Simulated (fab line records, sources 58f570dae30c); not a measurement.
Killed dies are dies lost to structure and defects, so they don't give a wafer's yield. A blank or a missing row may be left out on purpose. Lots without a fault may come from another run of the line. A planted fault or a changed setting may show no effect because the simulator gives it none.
A struck lot beside a sound one | flow berkeley_cmos170 | 28 steps out of a route of 331
Sound: wafers L210.3, L210.4, L210.6. Struck: wafers L213.2, L213.4, L213.6. The cause comes at the end.
At each step with rows: each side's tool, then ch and its chambers, then its first start. Under that, the readings that differ: sound wafers | struck wafers | difference of the means | sigmas: that difference in standard deviations of wafers without a fault.
alike: readings whose means differ by less than 2 such deviations, and words and numbers that are the same on both sides. not compared: withheld readings, readings that some wafer has no value for, bounds like >300 that may hide the same value, and numbers for which the record gives no deviation and whose values overlap.
The two part at a step that has a row with sigmas, a row that says differs or no value, or rows on one side only. Numbers that don't overlap but have no deviation are shown without sigmas and don't part them. A reading that every wafer of one side lacks parts them only if that side has two wafers or more.

UCB170_GATE_CD_MEAS_90: target cd 350 nm.
  sound on cd_sem-02, day 10 01:29; struck on cd_sem-01, day 10 01:24
  alike: cd_nm
then, 7 steps without rows for these wafers: UCB170_GATE_CLEAN_17 (cleans in SPM, time 600 s); UCB170_PLDD_HMDS_00 (prime time 60 s); UCB170_PLDD_COAT_01 (resist thk 900 nm); UCB170_PLDD_SOFTBAKE_02 (time 60 s); UCB170_PLDD_EXPOSE_03 (exposes mask PSELECT, target cd 1200 nm); UCB170_PLDD_PEB_04; UCB170_PLDD_DEVELOP_05 (develop time 45 s).
UCB170_PLDD_CD_MEAS_06: target cd 1200 nm.
  sound on cd_sem-02, day 10 04:05; struck on cd_sem-01, day 10 03:47
  alike: cd_nm
UCB170_PLDD_OVL_MEAS_07:
  sound on overlay-02, day 10 04:10; struck on overlay-02, day 10 03:53
  reading       | sound     | struck  | difference | sigmas
  PLDD_OVL (nm) | -9 -11 -7 | 3 10 -2 | +13        | +3
then, 2 steps without rows for these wafers: UCB170_PLDD_IMPLANT_08; UCB170_PLDD_IMPLANT_09.
UCB170_PLDD_STRIP_10: strips in O2.
  sound on plasma_asher-03 ch 0,1, day 10 04:32; struck on plasma_asher-02 ch 0,1, day 10 04:13
  no value came back on the struck wafers for any of 5 readings (chamber_pressure_mTorr (mTorr), drypump_motor_current_A (A) and others); on the sound wafers chamber_pressure_mTorr (mTorr) reads 3494 3500 3500
  reading                               | sound | struck            | difference | sigmas
  model.KrF_of_PLDD_COAT_01.thk_nm (nm) | 0 0 0 | 882.4 885.2 880.1 | +882.6     |
  not compared: rf_hours_counter_h
UCB170_PLDD_TW_MEAS_11:
  sound on film_metro-02, day 10 04:37; struck on film_metro-02, day 10 04:20
  alike: PLDD_TW
then, 7 steps without rows for these wafers: UCB170_PLDD_CLEAN_12 (cleans in SPM, time 600 s); UCB170_NLDD_HMDS_00 (prime time 60 s); UCB170_NLDD_COAT_01 (resist thk 900 nm); UCB170_NLDD_SOFTBAKE_02 (time 60 s); UCB170_NLDD_EXPOSE_03 (exposes mask NSELECT, target cd 1200 nm); UCB170_NLDD_PEB_04; UCB170_NLDD_DEVELOP_05 (develop time 45 s).
UCB170_NLDD_CD_MEAS_06: target cd 1200 nm.
  sound on cd_sem-02, day 10 06:37; struck on cd_sem-02, day 10 06:26
  alike: cd_nm
UCB170_NLDD_OVL_MEAS_07:
  sound on overlay-02, day 10 06:43; struck on overlay-02, day 10 06:32
  alike: NLDD_OVL
then, 2 steps without rows for these wafers: UCB170_NLDD_IMPLANT_08; UCB170_NLDD_IMPLANT_09.
UCB170_NLDD_STRIP_10: strips in O2.
  sound on plasma_asher-01 ch 0,1, day 10 07:04; struck on plasma_asher-04 ch 0,1, day 10 06:52
  reading                      | sound             | struck            | difference | sigmas
  strip_time_to_endpoint_s (s) | 21.53 21.65 21.63 | 47.64 47.71 47.61 | +26.05     | +99 or more
  alike: chamber_pressure_mTorr, drypump_motor_current_A, o2_flow_sccm, oes_product_au
  not compared: rf_hours_counter_h
UCB170_NLDD_TW_MEAS_11:
  sound on film_metro-02, day 10 07:10; struck on film_metro-03, day 10 06:59
  reading | sound          | struck   | difference | sigmas
  NLDD_TW | 2291 2285 2281 | 30 30 30 | -2256      | -64
then, 1 step without rows for these wafers: UCB170_NLDD_CLEAN_12 (cleans in SPM, time 600 s).

WHERE THEY PART
First at UCB170_PLDD_OVL_MEAS_07; last, within this record, at UCB170_NLDD_TW_MEAS_11.

WHY: what the simulator had put in
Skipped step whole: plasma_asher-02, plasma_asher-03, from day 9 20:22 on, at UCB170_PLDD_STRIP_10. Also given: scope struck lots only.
